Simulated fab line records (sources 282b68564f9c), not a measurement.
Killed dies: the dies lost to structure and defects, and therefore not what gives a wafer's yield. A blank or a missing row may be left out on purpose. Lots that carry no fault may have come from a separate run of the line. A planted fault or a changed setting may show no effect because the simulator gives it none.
Which tool was responsible?	flow rit-cmos	39 wafers from 13 lots sampled at 5 of the route's 202 steps

== WHAT THE GAUGES SHOWED, per wafer ==
RIT_PWELL_OVL_MEAS_06. Usual: PWELL_OVL -0.2 nm, standard deviation 1.5.
lot	measured	on	PWELL_OVL (nm)	flag
L319	day 2 00:50	overlay-01	-2.5 0.6 -1.6	
L320	day 2 04:31	overlay-01	0.9 1.9 1.3	
L322	day 2 15:38	overlay-02	-0.4 -2.9 0.0	
L323	day 2 19:37	overlay-01	-0.7 0.0 -0.8	
L325	day 3 04:04	overlay-02	3.1 2.4 3.5	
L326	day 3 10:32	overlay-02	0.4 0.2 -0.5	
L327	day 3 17:27	overlay-02	0.5 0.5 1.1	
L329	day 4 02:06	overlay-01	-1.6 -2.4 -2.3	
L330	day 4 09:52	overlay-01	0.7 1.5 0.2	
L333	day 4 22:22	overlay-02	0.1 -0.4 -0.9	
L339	day 6 05:01	overlay-02	-0.5 0.5 -0.7	
L340	day 6 10:03	overlay-01	-1.5 -0.9 -0.5	
L342	day 6 19:19	overlay-01	1.6 0.8 0.3	

RIT_GATE_CD_MEAS_16: target cd 150 nm. Usual: 150.0 nm for cd-nm, sd 2.6.
lot	measured	on	cd-nm (nm)	flag
L319	day 2 16:02	cd-sem-01	148.2 147.0 146.1	
L320	day 2 21:02	cd-sem-01	148.8 150.1 149.5	
L322	day 3 07:43	cd-sem-02	147.1 146.6 144.9	
L323	day 3 09:39	cd-sem-01	148.9 149.8 150.1	
L325	day 3 21:14	cd-sem-01	149.3 149.0 150.0	
L326	day 4 05:15	cd-sem-02	150.8 148.9 150.0	
L327	day 4 10:26	cd-sem-02	148.7 149.3 147.1	
L329	day 4 18:49	cd-sem-01	149.8 149.0 149.9	
L330	day 5 04:10	cd-sem-02	151.2 148.3 149.2	
L333	day 5 17:28	cd-sem-02	164.5 165.9 164.7	OFF
L339	day 6 22:06	cd-sem-02	151.8 148.5 150.0	
L340	day 7 01:33	cd-sem-02	149.3 148.9 149.7	
L342	day 7 13:02	cd-sem-02	150.3 150.2 150.6	

RIT_CONTACT_OVL_MEAS_09. Usual: CONTACT_OVL -0.3 nm, standard deviation 1.4.
lot	measured	on	CONTACT_OVL (nm)	flag
L319	day 3 08:03	overlay-01	3.6 1.1 2.6	
L320	day 3 14:14	overlay-02	-0.4 -0.6 -1.6	
L322	day 4 00:02	overlay-01	-0.6 -0.9 -2.2	
L323	day 4 03:16	overlay-01	-0.9 0.0 0.3	
L325	day 4 13:43	overlay-02	-2.2 -2.1 -1.8	
L326	day 4 22:09	overlay-01	-1.5 -2.7 -1.3	
L327	day 5 02:27	overlay-02	-1.0 -0.6 -0.8	
L329	day 5 12:18	overlay-02	-1.6 -0.4 -1.1	
L330	day 5 21:07	overlay-01	-0.4 -0.6 -1.9	
L333	day 6 10:09	overlay-02	0.9 1.2 3.3	
L339	day 7 13:31	overlay-01	-0.7 0.6 0.1	
L340	day 7 17:11	overlay-02	3.0 2.2 2.4	
L342	day 8 04:23	overlay-01	1.2 0.0 2.3	

RIT_M1_BOW_MEAS_16. Usual: M1_BOW 16 um, standard deviation 6.9.
lot	measured	on	M1_BOW (um)	flag
L319	day 3 13:10	film-metro-01	11 17 10	
L320	day 3 19:18	film-metro-01	10 15 11	
L322	day 4 05:21	film-metro-02	17 32 13	
L323	day 4 08:23	film-metro-01	26 5 17	
L325	day 4 19:40	film-metro-01	14 10 20	
L326	day 5 03:13	film-metro-02	19 19 21	
L327	day 5 07:40	film-metro-01	16 15 5	
L329	day 5 17:37	film-metro-02	26 23 26	
L330	day 6 02:46	film-metro-01	24 22 16	
L339	day 7 18:27	film-metro-01	21 26 9	
L340	day 7 22:24	film-metro-03	19 29 19	
L342	day 8 09:38	film-metro-02	1 5 6	

== TOOL THAT RAN EACH LOT (tool first, then ch and the chambers of the sampled wafers, then the start) ==
lot	RIT_GATE_EXPOSE_13
L319	iline-stepper-01 ch 0, day 2 15:38
L320	iline-stepper-02 ch 0, day 2 20:38
L322	iline-stepper-02 ch 0, day 3 07:19
L323	iline-stepper-01 ch 0, day 3 09:15
L325	iline-stepper-01 ch 0, day 3 20:50
L326	iline-stepper-02 ch 0, day 4 04:51
L327	iline-stepper-02 ch 0, day 4 10:02
L329	iline-stepper-02 ch 0, day 4 18:25
L330	iline-stepper-02 ch 0, day 5 03:46
L333	iline-stepper-01 ch 0, day 5 17:04
L339	iline-stepper-01 ch 0, day 6 21:42
L340	iline-stepper-02 ch 0, day 7 01:09
L342	iline-stepper-02 ch 0, day 7 12:38
- RIT_GATE_EXPOSE_13: exposes mask M6, target cd 150 nm.

== WHAT THE TOOLS THEMSELVES READ (means of the sampled wafers that have a number; where no wafer has one, the mark that the record gives instead) ==
RIT_GATE_EXPOSE_13. Usual: 23.00 C for reticle-temp-C, sd 0.11.
lot	tool	reticle-temp-C (C)	flag
L319	iline-stepper-01	22.97	
L320	iline-stepper-02	23.06	
L322	iline-stepper-02	22.95	
L323	iline-stepper-01	23.01	
L325	iline-stepper-01	22.92	
L326	iline-stepper-02	22.95	
L327	iline-stepper-02	22.93	
L329	iline-stepper-02	22.88	
L330	iline-stepper-02	23.07	
L333	iline-stepper-01	22.92	
L339	iline-stepper-01	22.93	
L340	iline-stepper-02	23.00	
L342	iline-stepper-02	22.94	

== THE ANSWER, worked out from the rows above alone ==
Rule: lot off if the mean of its wafers having a number is beyond 3 standard deviations from the usual mean. Also off: a lot with no number at a reading for which 4 or more lots have one. All remaining lots with rows at the step are treated as sound. First the gauges in route order, then the tools' own readings, where a lot's mean is used as printed above. The first step at which some lot is off is used, and at that step the reading that is off furthest; a lot without a number counts as furthest.
Off, at RIT_GATE_CD_MEAS_16 on cd-nm: L333.
If a tool, at a process step before that reading, ran all the lots that are off and no sound lot after the first of them, it fits. The gauges at RIT_GATE_CD_MEAS_16 are tried like those tools. None of those tried fits.

== WHAT WAS PUT IN BY THE SIMULATOR ==
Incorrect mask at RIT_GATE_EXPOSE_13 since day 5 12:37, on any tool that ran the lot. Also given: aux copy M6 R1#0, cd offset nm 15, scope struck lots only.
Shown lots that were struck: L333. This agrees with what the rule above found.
